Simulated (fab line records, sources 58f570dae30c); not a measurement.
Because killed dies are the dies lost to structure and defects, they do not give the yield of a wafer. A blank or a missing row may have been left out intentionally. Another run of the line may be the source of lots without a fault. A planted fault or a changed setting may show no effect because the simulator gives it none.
Comparing a struck lot with a sound one / flow berkeley-cmos170 / 14 steps out of a route of 331
Sound: wafers L475.2, L475.3, L475.5. Wafers struck: L484.1, L484.4, L484.5. The cause is named last.
Per side, at each step with rows, come the tool, then ch with its chambers, and then its first start. Under that, the readings that differ: sound wafers / struck wafers / difference of the means / sigmas: that difference in standard deviations of wafers without a fault.
alike: readings whose means differ by less than 2 such deviations, and words and numbers that are the same on both sides. not compared: withheld readings, readings that some wafer has no value for, bounds like >300 that may hide the same value, and numbers for which the record gives no deviation and whose values overlap.
The two part at a step that has a row with sigmas, a row that says differs or no value, or rows on one side only. Numbers that have no deviation but don't overlap get no sigmas and don't part them. Lack of a reading on every wafer of one side parts them only where that side has two or more wafers.

first, 6 steps without rows for these wafers: UCB170_ZERO_HMDS_00 (prime time 60 s); UCB170_ZERO_COAT_01 (resist thk 900 nm); UCB170_ZERO_SOFTBAKE_02 (time 60 s); UCB170_ZERO_EXPOSE_03 (exposes mask PM MARKS, target cd 4000 nm); UCB170_ZERO_PEB_04; UCB170_ZERO_DEVELOP_05 (develop time 45 s).
UCB170_ZERO_ETCH_06: etches SiO2 in CHF3/CF4/Ar, time 12 s.
  sound on rie-diel-03 ch 1,2, day 2 19:17; struck on rie-diel-03 ch 0,1,2, day 4 18:59
  alike: drypump-motor-current-A, oes-product-au, throttle-valve-pct
  not compared: rf-hours-counter-h
UCB170_ZERO_STRIP_07: strips in O2.
  sound on plasma-asher-02 ch 0,1, day 2 19:19; struck on plasma-asher-01 ch 0,1, day 4 19:00
  alike: drypump-motor-current-A, oes-product-au, strip-time-to-endpoint-s
  not compared: rf-hours-counter-h
then, 2 steps without rows for these wafers: UCB170_NWELL_WET_ETCH_00 (etches SiO2 in dHF, time 200 s); UCB170_NWELL_OXIDATION_01 (target thk 26.4 nm, ox time 1260 s).
UCB170_NWELL_THK_MEAS_02:
  sound: film-metro-02 at day 2 22:15; struck: film-metro-01 at day 4 22:37
  alike: NWELL_OXIDE_THK
then, 1 step without rows for these wafers: UCB170_NWELL_ANNEAL_03 (time 900 s).
UCB170_NWELL_CVD_04: deposits Si3N4 from SiH2Cl2/NH3, target thk 224 nm, time 3360 s.
  sound on lpcvd-01 ch 0, day 3 03:20; struck on lpcvd-02 ch 1, day 5 04:08
  no value came back on the struck wafers for nh3-flow-sccm (sccm), pressure-mtorr (mTorr); on the sound wafers nh3-flow-sccm (sccm) reads 74.81 74.77 74.92
UCB170_M3_PROBE_99:
  sound wafers here have rows in the record (prober-02, day 8 17:28); struck ones have none

## WHERE THEY PART
Earliest at UCB170_NWELL_CVD_04; latest, in this record, at UCB170_M3_PROBE_99.

WHY: what the simulator had put in
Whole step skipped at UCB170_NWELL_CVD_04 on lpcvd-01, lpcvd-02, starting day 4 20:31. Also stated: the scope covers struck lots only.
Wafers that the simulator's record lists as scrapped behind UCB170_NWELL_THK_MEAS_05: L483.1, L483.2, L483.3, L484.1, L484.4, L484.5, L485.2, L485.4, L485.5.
